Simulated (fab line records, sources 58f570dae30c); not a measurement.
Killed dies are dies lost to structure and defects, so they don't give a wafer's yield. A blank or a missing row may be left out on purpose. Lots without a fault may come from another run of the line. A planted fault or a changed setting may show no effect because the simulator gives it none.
Which tool did it? | flow berkeley_cmos170 | 7 lots, 21 wafers sampled, at 3 steps of a route of 331

WHAT THE GAUGES READ, wafer by wafer
UCB170_M1_RS_MEAS_01: measures by four-point-probe.
lot  | measured     | on            | M1_AL_RS (ohm/sq)
L254 | day 7 10:07  | film_metro-01 | 0.0486 0.0488 0.0488
L260 | day 8 05:07  | film_metro-01 | 0.0490 0.0489 0.0488
L262 | day 9 05:12  | film_metro-04 | 0.0478 0.0481 0.0485
L265 | day 9 10:52  | film_metro-03 | 0.0486 0.0482 0.0487
L270 | day 10 17:55 | film_metro-04 | 0.0552 0.0492 0.0489
L273 | day 11 02:11 | film_metro-04 | 0.0484 0.0485 0.0485
L275 | day 11 10:49 | film_metro-03 | 0.0486 0.0484 0.0489

WHICH TOOL RAN EACH LOT (tool, then ch and the chambers of the sampled wafers, then the start)
lot  | UCB170_SDANNEAL_RTA_00           | UCB170_M1_SPUTTER_00
L254 | rtp_anneal-01 ch 0, day 7 01:30  | pvd_sputter-03, day 7 10:03
L260 | rtp_anneal-02 ch 0, day 7 23:18  | pvd_sputter-04, day 8 05:01
L262 | rtp_anneal-01 ch 0, day 8 22:22  | pvd_sputter-02, day 9 05:07
L265 | rtp_anneal-01 ch 0, day 9 04:32  | pvd_sputter-04, day 9 10:49
L270 | rtp_anneal-02 ch 0, day 10 10:40 | pvd_sputter-04, day 10 17:52
L273 | rtp_anneal-02 ch 0, day 10 15:04 | pvd_sputter-02, day 11 02:05
L275 | rtp_anneal-02 ch 0, day 11 03:54 | pvd_sputter-03, day 11 10:44
- UCB170_SDANNEAL_RTA_00: time 10 s.
- UCB170_M1_SPUTTER_00: material Al, target thk 600 nm, time 80 s.

THE ANSWER, worked out from the rows above alone
Rule: what is usual is taken from the lots themselves. Put in order of their means at a reading, lots are off if they are a third of the lots or fewer, leave a main group of 4 or more, and stand apart from it by a gap of 3 or more times the standard deviation of the main group's means; of several such gaps the widest counts. A main group whose means are all the same, to the digits that the tables above print for the reading, isn't used. A lot without any number at a reading at which 4 lots or more have one is off too. The other lots that the step has rows for count as sound.
Off: L270, at UCB170_M1_RS_MEAS_01 (M1_AL_RS). The main group: mean 0.0486 ohm/sq, standard deviation 0.00024.
A tool fits if, at a process step before that reading, it ran every lot that is off, and no sound lot after the first of them. The gauges at UCB170_M1_RS_MEAS_01 are tried like those tools. One fits: pvd_sputter-04 at UCB170_M1_SPUTTER_00. Its last sound lot is L265 (day 9 10:49), its first lot that is off L270 (day 10 17:52): a fault that began between those two fits.

WHAT THE SIMULATOR HAD PUT IN
Process parameter drift: pvd_sputter-04, from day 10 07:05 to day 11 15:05, at UCB170_M1_SPUTTER_00. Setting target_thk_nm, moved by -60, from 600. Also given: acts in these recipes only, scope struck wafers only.
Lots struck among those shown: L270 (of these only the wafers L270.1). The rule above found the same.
